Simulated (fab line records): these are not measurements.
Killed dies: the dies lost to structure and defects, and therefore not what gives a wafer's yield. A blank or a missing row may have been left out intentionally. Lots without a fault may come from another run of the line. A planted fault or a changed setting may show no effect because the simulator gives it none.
Struck lot and sound lot, side by side	flow berkeley_cmos170	14 out of 331 route steps
Sound: wafers L989.3, L989.5, L989.6. The struck wafers were L999.3, L999.5, L999.6. Last of all comes the cause.
Per side, at each step with rows, come the tool, then ch with its chambers, and then its first start. Under that, the readings that differ: sound wafers	struck wafers	difference of the means	sigmas: that difference in standard deviations of wafers without a fault.
alike: readings whose means differ by less than 2 such deviations, and words and numbers that are the same on both sides. not compared: withheld readings, readings that some wafer has no value for, bounds like >300 that may hide the same value, and numbers for which the record gives no deviation and whose values overlap.
The two part at a step that has a row with sigmas, a row that says differs or no value, or rows on one side only. Numbers that have no deviation but don't overlap get no sigmas and don't part them. A reading that every wafer of one side lacks parts them only if that side has two wafers or more.

first, 5 steps without rows for these wafers: UCB170_NWELL_WET_ETCH_18 (etches Si3N4 in H3PO4, time 14400 s); UCB170_NWELL_WET_ETCH_19 (etches SiO2 in BOE, time 22 s); UCB170_PWELL_CLEAN_00 (cleans in SPM, time 600 s); UCB170_PWELL_CLEAN_01 (cleans in dHF, time 60 s); UCB170_PWELL_OXIDATION_02 (target thk 26.4 nm, ox time 1260 s).
UCB170_PWELL_THK_MEAS_03:
  struck on film_metro-03, day 5 06:29; sound on film_metro-04, day 2 23:12
  alike: PWELL_OXIDE_THK
then, 2 steps without rows for these wafers: UCB170_PWELL_ANNEAL_04 (time 900 s); UCB170_PWELL_CVD_05 (deposits Si3N4 from SiH2Cl2/NH3, target thk 220 nm, time 3300 s).
UCB170_PWELL_THK_MEAS_06:
  struck on film_metro-04, day 5 17:10; sound on film_metro-02, day 3 07:08
  alike: PWELL_NITRIDE_THK
then, 3 steps without rows for these wafers: UCB170_PWELL_HMDS_07 (prime time 60 s); UCB170_PWELL_COAT_08 (resist thk 900 nm); UCB170_PWELL_SOFTBAKE_09 (time 60 s).
UCB170_PWELL_EXPOSE_10: exposes mask PWELL, target cd 3000 nm.
  sound on krf_scanner-01 ch 0, day 3 08:00; struck on krf_scanner-02, day 5 17:41
  no value came back on the struck wafers for exposure_dose_mJ_cm2, focus_offset_nm (nm); on the sound wafers exposure_dose_mJ_cm2 reads 18.978 19.016 18.981
  alike: mask
then, 1 step without rows for these wafers: UCB170_PWELL_PEB_11.

## WHERE THEY PART
Only at UCB170_PWELL_EXPOSE_10, as far as this record shows.

WHY: what had been put in by the simulator
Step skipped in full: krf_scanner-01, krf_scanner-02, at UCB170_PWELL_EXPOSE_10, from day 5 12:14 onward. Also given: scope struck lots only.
